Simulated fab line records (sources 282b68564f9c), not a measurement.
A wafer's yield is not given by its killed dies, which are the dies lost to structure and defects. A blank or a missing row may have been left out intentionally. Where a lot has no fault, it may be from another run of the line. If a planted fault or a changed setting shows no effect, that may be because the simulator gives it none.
Comparing a struck lot with a sound one / flow rit cmos / 30 out of 202 route steps
Sound: the wafers L407.1, L407.2, L407.5. Struck: wafer L411.1 (L411.4, L411.5, from the same lot, were not struck and are left out); the cause is given at the end.
At each step with rows: each side's tool, then ch and its chambers, then its first start. Under that, the readings that differ: sound wafers / struck wafers / difference of the means / sigmas: that difference in standard deviations of wafers without a fault.
alike: a reading whose means differ by less than 2 such deviations, as well as words and numbers matching on both sides. not compared: withheld readings; readings where some wafer has no value; bounds like >300 that might hide an equal value; numbers whose values overlap and for which the record gives no deviation.
Wherever a step has rows on one side only, a row that says differs or no value, or a row with sigmas, the two part there. Numbers that don't overlap but have no deviation are shown without sigmas and don't part them. Lack of a reading on every wafer of one side parts them only where that side has two or more wafers.

first, 6 steps without rows for these wafers: RIT_SDANNEAL_RTA_03 (time 5 s); RIT_SILICIDE_WET_ETCH_00 (etches SiO2 in BOE, target depth 14 nm, time 15 s); RIT_SILICIDE_SPUTTER_01 (material Ti, target thk 30 nm, time 240 s); RIT_SILICIDE_RTA_04 (time 10 s, ramp up 5 s, ramp down 5 s); RIT_SILICIDE_WET_ETCH_05 (etches Ti in SPM, time 120 s); RIT_SILICIDE_RTA_06 (time 10 s, ramp up 5 s, ramp down 10 s).
RIT_CONTACT_CVD_00: deposits SiO2 from TEOS, target thk 400 nm, time 61 s.
  sound on pecvd-01 ch 0,1,2, day 5 00:40; struck on pecvd-01 ch 1, day 5 15:58
reading=heater power w (W); sound=292 451 372; struck=247; difference=-125; sigmas=-2
reading=rf fwd power W (W); sound=395.2 397.9 398.1; struck=553.9; difference=+156.8; sigmas=+92
reading=model.SiO2_of_CONTACT_CVD_00.thk nm (nm); sound=395.2 397.3 400.3; struck=441.3; difference=+43.7; sigmas=
RIT_CONTACT_THK_MEAS_01:
  sound on film metro-02, day 5 00:43; struck on film metro-03, day 5 16:01
reading=CONTACT_TEOS_THK (nm); sound=395 397 400; struck=441; difference=+44; sigmas=+10
then, 7 steps without rows for these wafers: RIT_CONTACT_HMDS_02 (prime time 60 s); RIT_CONTACT_COAT_03 (resist thk 1000 nm); RIT_CONTACT_SOFTBAKE_04 (time 60 s); RIT_CONTACT_EXPOSE_05 (exposes mask M11, target cd 1000 nm); RIT_CONTACT_PEB_06; RIT_CONTACT_DEVELOP_07 (develop time 120 s); RIT_CONTACT_HARDBAKE_10 (time 60 s).
RIT_CONTACT_ETCH_11: etches SiO2 in CHF3/CF4/Ar, stops on TiSi2, target depth 480 nm, time 320 s.
  sound on rie diel-01 ch 2,3, day 5 02:10; struck on rie diel-04 ch 2, day 5 17:46
reading=oes product au (a.u.); sound=1.023 0.984 1.030; struck=0.984; difference=-0.028; sigmas=-2
reading=model.CONTACT.feature depth nm (nm); sound=395.2 397.3 400.3; struck=441.3; difference=+43.7; sigmas=
reading=model.etch.depth nm (nm); sound=395.2 397.3 400.3; struck=441.3; difference=+43.7; sigmas=
  alike: drypump motor current A, rf fwd power W, throttle valve pct
  not compared: rf hours counter h
then, 11 steps without rows for these wafers: RIT_CONTACT_STRIP_12 (strips in O2, time 180 s); RIT_CONTACT_CLEAN_13 (cleans in SC1, time 600 s); RIT_CONTACT_CLEAN_14 (cleans in SC2, time 600 s); RIT_M1_SPUTTER_00 (material Al, target thk 400 nm, time 500 s); RIT_M1_HMDS_03 (prime time 60 s); RIT_M1_COAT_04 (resist thk 1300 nm); RIT_M1_SOFTBAKE_05 (time 60 s); RIT_M1_EXPOSE_06 (exposes mask M12, target cd 2600 nm); RIT_M1_PEB_07; RIT_M1_DEVELOP_08 (develop time 68 s); RIT_M1_HARDBAKE_11 (time 120 s).
RIT_M1_METAL_ETCH_12: etches Al in Cl2/BCl3, stops on SiO2, time 165 s, target depth 600 nm.
  sound on rie metal-01 ch 0,1, day 5 05:07; struck on rie metal-01 ch 1, day 5 20:23
reading=model.SiO2_of_CONTACT_CVD_00.thk nm (nm); sound=358.9 360.4 364.2; struck=404.8; difference=+43.6; sigmas=
  alike: drypump motor current A, oes product au, rf fwd power W, throttle valve pct
  not compared: rf hours counter h
then, 1 step without rows for these wafers: RIT_M1_STRIP_13 (strips in nmp, time 600 s).
RIT_M1_PROBE_99:
  sound on prober-01, day 5 07:50; struck on prober-02, day 5 22:38
reading=killed at front end; sound=4 3 7; struck=13; difference=+8; sigmas=+3
reading=killed dies; sound=4 3 7; struck=13; difference=+8; sigmas=+3
reading=killed open; sound=3 1 6; struck=8; difference=+5; sigmas=+2
reading=model.etest.field p metal.vt v (V); sound=-29.1 -29.31 -28.99; struck=-33.04; difference=-3.91; sigmas=
reading=model.etest.antenna contact.vt shift v (V); sound=-0.01542 -0.01381 -0.01227; struck=-0.004083; difference=+0.009750; sigmas=
  alike: killed short

## WHERE THEY PART
Last at RIT_M1_PROBE_99 as far as this record goes, first at RIT_CONTACT_CVD_00.

WHY: whatever the simulator had introduced
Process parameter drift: pecvd-01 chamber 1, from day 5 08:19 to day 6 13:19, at RIT_CONTACT_CVD_00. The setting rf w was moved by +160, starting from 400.
